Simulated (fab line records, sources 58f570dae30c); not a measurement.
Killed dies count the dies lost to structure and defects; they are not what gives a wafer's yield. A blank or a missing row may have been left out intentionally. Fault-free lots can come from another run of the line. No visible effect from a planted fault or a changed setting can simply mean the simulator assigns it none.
Which tool did it?    flow berkeleyCmos170    15 lots with 45 wafers sampled at 3 steps, on a route of 331 steps

WHAT THE GAUGES READ, wafer by wafer
UCB170_ACTIVE_THK_MEAS_06.
lot   measured     on            ACTIVE_NITRIDE_THK (nm)
L591  day 3 23:55  filmMetro-04  220.1 222.0 221.2
L592  day 4 11:34  filmMetro-01  217.5 214.7 215.2
L593  day 4 11:34  filmMetro-02  221.2 220.6 222.5
L594  day 4 21:35  filmMetro-04  220.9 222.1 221.1
L595  day 5 03:39  filmMetro-01  219.2 219.0 217.6
L596  day 5 09:58  filmMetro-01  222.3 222.9 221.2
L597  day 5 09:58  filmMetro-04  217.8 218.6 217.8
L598  day 5 16:40  filmMetro-04  167.3 166.0 166.2
L599  day 6 05:20  filmMetro-02  218.4 218.8 217.6
L606  day 7 07:49  filmMetro-02  167.8 168.5 167.1
L607  day 7 11:14  filmMetro-02  167.4 168.8 169.2
L608  day 7 21:09  filmMetro-04  221.0 222.6 221.5
L609  day 7 21:09  filmMetro-01  220.7 220.6 220.5
L613  day 9 00:22  filmMetro-02  223.0 222.0 221.5
L614  day 9 00:22  filmMetro-01  221.4 222.0 222.9

UCB170_ACTIVE_OVL_MEAS_14.
lot   measured     on          ACTIVE_OVL (nm)
L591  day 4 01:23  overlay-01  -6 -11 -6
L592  day 4 12:35  overlay-02  2 7 3
L593  day 4 12:56  overlay-02  3 3 8
L594  day 4 23:14  overlay-01  2 -2 0
L595  day 5 05:01  overlay-02  -1 2 -4
L596  day 5 11:23  overlay-02  -6 -6 -13
L597  day 5 11:38  overlay-02  -3 -14 -4
L598  day 5 18:08  overlay-01  -5 -14 -9
L599  day 6 06:51  overlay-01  -5 -1 -1
L606  day 7 09:01  overlay-02  -7 0 1
L607  day 7 12:23  overlay-02  -4 3 -3
L608  day 7 22:10  overlay-02  -2 0 3
L609  day 7 22:25  overlay-01  2 3 3
L613  day 9 01:37  overlay-01  2 5 0
L614  day 9 01:23  overlay-02  -7 1 0

TOOL THAT RAN EACH LOT (tool first, then ch and the chambers of the sampled wafers, then the start)
lot   UCB170_ACTIVE_CVD_05
L591  lpcvd-01 ch 0, day 3 21:59
L592  lpcvd-02 ch 0, day 4 09:38
L593  lpcvd-02 ch 1, day 4 09:38
L594  lpcvd-01 ch 1, day 4 19:40
L595  lpcvd-02 ch 1, day 5 01:44
L596  lpcvd-02 ch 0, day 5 08:03
L597  lpcvd-02 ch 0, day 5 08:03
L598  lpcvd-02 ch 0, day 5 14:45
L599  lpcvd-01 ch 0, day 6 03:25
L606  lpcvd-02 ch 0, day 7 05:53
L607  lpcvd-02 ch 1, day 7 09:18
L608  lpcvd-01 ch 0, day 7 19:14
L609  lpcvd-01 ch 1, day 7 19:14
L613  lpcvd-01 ch 0, day 8 22:26
L614  lpcvd-01 ch 0, day 8 22:26
- UCB170_ACTIVE_CVD_05: deposits Si3N4 from SiH2Cl2/NH3, target thk 220 nm, time 3300 s.

WHAT THE TOOLS THEMSELVES READ (means of the sampled wafers that have a number; where no wafer has one, the mark that the record gives instead)
The record holds no such reading with a usual standard deviation.

THE ANSWER, worked out from the rows above alone
Rule: usual is defined by the lots themselves. Put in order of their means at a reading, lots are off if they are a third of the lots or fewer, leave a main group of 4 or more, and stand apart from it by a gap of 3 or more times the standard deviation of the main group's means; of several such gaps the widest counts. If all means in a main group match to the digits the tables above print for the reading, that group is not used. A lot without any number at a reading at which 4 lots or more have one is off too. The other lots that the step has rows for count as sound. First the gauges in route order, then the tools' own readings, where a lot's mean is used as printed above. The first step at which some lot is off is used, and at that step the reading that is off furthest; a lot without a number counts as furthest.
Off: L598, L606, L607, at UCB170_ACTIVE_THK_MEAS_06 (ACTIVE_NITRIDE_THK). For the main group the mean is 220.3 nm and the standard deviation 2.
If a tool, at a process step before that reading, ran all the lots that are off and no sound lot after the first of them, it fits. The gauges at UCB170_ACTIVE_THK_MEAS_06 are tried like those tools. One fits: lpcvd-02 at UCB170_ACTIVE_CVD_05. A fault onset in the window from L596 (day 5 08:03, its last sound lot) to L598 (day 5 14:45, its first lot off) fits.

WHAT WAS PUT IN BY THE SIMULATOR
Site profile drift: lpcvd-02, from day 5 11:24 on, at UCB170_ACTIVE_CVD_05. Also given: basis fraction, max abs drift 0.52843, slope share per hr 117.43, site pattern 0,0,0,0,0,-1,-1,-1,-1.
Lots struck among those shown: L598, L606, L607. The rule above reached the same finding.
